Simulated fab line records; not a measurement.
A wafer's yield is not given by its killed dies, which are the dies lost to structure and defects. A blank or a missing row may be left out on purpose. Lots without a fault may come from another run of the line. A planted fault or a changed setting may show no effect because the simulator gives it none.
Which tool did it? | flow rit_cmos | Sampling: 15 lots, 45 wafers, 2 of 202 route steps

== WHAT THE GAUGES READ, wafer by wafer ==
RIT_CONTACT_CD_MEAS_90 targets a cd of 1000 nm. Usual: cd_nm at 1000.3 nm, with a standard deviation of 2.3.
lot  | measured    | on        | cd_nm (nm)           | flag
L943 | day 3 15:13 | cd_sem-02 | 1002.6 1001.3 1000.6 |
L945 | day 3 16:50 | cd_sem-02 | 997.5 997.3 997.5    |
L944 | day 3 16:58 | cd_sem-01 | 1000.4 1001.8 1000.2 |
L946 | day 4 02:06 | cd_sem-01 | 996.2 996.1 998.5    |
L949 | day 4 16:00 | cd_sem-01 | 1001.2 1002.3 1001.7 |
L950 | day 4 21:13 | cd_sem-01 | - - -                | OFF
L951 | day 5 02:59 | cd_sem-01 | - - -                | OFF
L952 | day 5 06:43 | cd_sem-01 | - - -                | OFF
L953 | day 5 10:42 | cd_sem-01 | 1002.2 999.5 1000.0  |
L960 | day 6 20:17 | cd_sem-01 | 1003.3 1002.1 1004.4 |
L961 | day 7 02:07 | cd_sem-02 | 998.9 997.1 999.0    |
L962 | day 7 06:34 | cd_sem-01 | 998.4 996.4 995.6    |
L963 | day 7 11:07 | cd_sem-01 | 996.9 998.1 999.1    |
L965 | day 8 00:32 | cd_sem-02 | 999.3 1000.3 1001.4  |
L966 | day 8 07:06 | cd_sem-02 | 996.0 995.3 999.9    |

== WHICH TOOL RAN EACH LOT (tool, then ch and the chambers of the sampled wafers, then the start) ==
lot  | RIT_CONTACT_CVD_00
L943 | pecvd-02 ch 1,2, day 3 12:57
L945 | pecvd-01 ch 0,1,2, day 3 14:58
L944 | pecvd-04 ch 0,2, day 3 15:05
L946 | pecvd-02 ch 0,2, day 4 00:19
L949 | pecvd-02 ch 0,1, day 4 13:59
L950 | pecvd-01 ch 0,1,2, day 4 19:27
L951 | pecvd-04 ch 0,1,2, day 5 01:07
L952 | pecvd-02 ch 0,2, day 5 04:58
L953 | pecvd-01 ch 1,2, day 5 08:49
L960 | pecvd-04 ch 1,2, day 6 18:32
L961 | pecvd-02 ch 0,1,2, day 7 00:14
L962 | pecvd-01 ch 0,2, day 7 04:38
L963 | pecvd-04 ch 0,1, day 7 09:20
L965 | pecvd-01 ch 0,1,2, day 7 22:46
L966 | pecvd-04 ch 1,2, day 8 05:21
- RIT_CONTACT_CVD_00: deposits SiO2 from TEOS, target thk 400 nm, time 61 s.

== AS READ BY THE TOOLS THEMSELVES (means over the sampled wafers that have a number; for cases with no such wafer, the mark the record gives instead) ==
RIT_CONTACT_CVD_00. Usual: heater_power_w 329 W, standard deviation 43; rf_fwd_power_W 396.2 W, standard deviation 1.7; susceptor_temp_C 390.03 C, standard deviation 0.21.
lot  | tool     | heater_power_w (W) | rf_fwd_power_W (W) | susceptor_temp_C (C) | flag
L943 | pecvd-02 | 328                | 393.5              | 390.15               |
L945 | pecvd-01 | 309                | 398.8              | 390.10               |
L944 | pecvd-04 | 339                | 396.9              | 390.02               |
L946 | pecvd-02 | 336                | 395.8              | 389.83               |
L949 | pecvd-02 | 358                | 393.5              | 390.07               |
L950 | pecvd-01 | -                  | -                  | -                    | OFF
L951 | pecvd-04 | -                  | -                  | -                    | OFF
L952 | pecvd-02 | -                  | -                  | -                    | OFF
L953 | pecvd-01 | 298                | 396.5              | 389.81               |
L960 | pecvd-04 | 347                | 396.6              | 390.07               |
L961 | pecvd-02 | 342                | 395.6              | 389.91               |
L962 | pecvd-01 | 296                | 396.9              | 390.11               |
L963 | pecvd-04 | 366                | 396.6              | 390.03               |
L965 | pecvd-01 | 269                | 397.2              | 390.02               |
L966 | pecvd-04 | 356                | 396.0              | 390.02               |

== THE ANSWER, worked out from the rows above alone ==
Rule: lot off if the mean of its wafers having a number is beyond 3 standard deviations from the usual mean. Also off: a lot with no number at a reading for which 4 or more lots have one. The other lots that the step has rows for count as sound. After the gauges, taken in route order, come the tools' own readings; for these a lot's mean is taken, as printed above. At the first step where some lot is off, the reading lying furthest off is the one used; lots without a number count as furthest.
Off, at RIT_CONTACT_CD_MEAS_90 on cd_nm: L950, L951, L952. Without a number there: L950, L951, L952.
If a tool, at a process step before that reading, ran all the lots that are off and no sound lot after the first of them, it fits. Not tried: the gauges at RIT_CONTACT_CD_MEAS_90; whatever is off there is also off at RIT_CONTACT_CVD_00, on other tools, and gauge error can't account for it. Of those tried, none fits.

== WHAT THE SIMULATOR HAD PUT IN ==
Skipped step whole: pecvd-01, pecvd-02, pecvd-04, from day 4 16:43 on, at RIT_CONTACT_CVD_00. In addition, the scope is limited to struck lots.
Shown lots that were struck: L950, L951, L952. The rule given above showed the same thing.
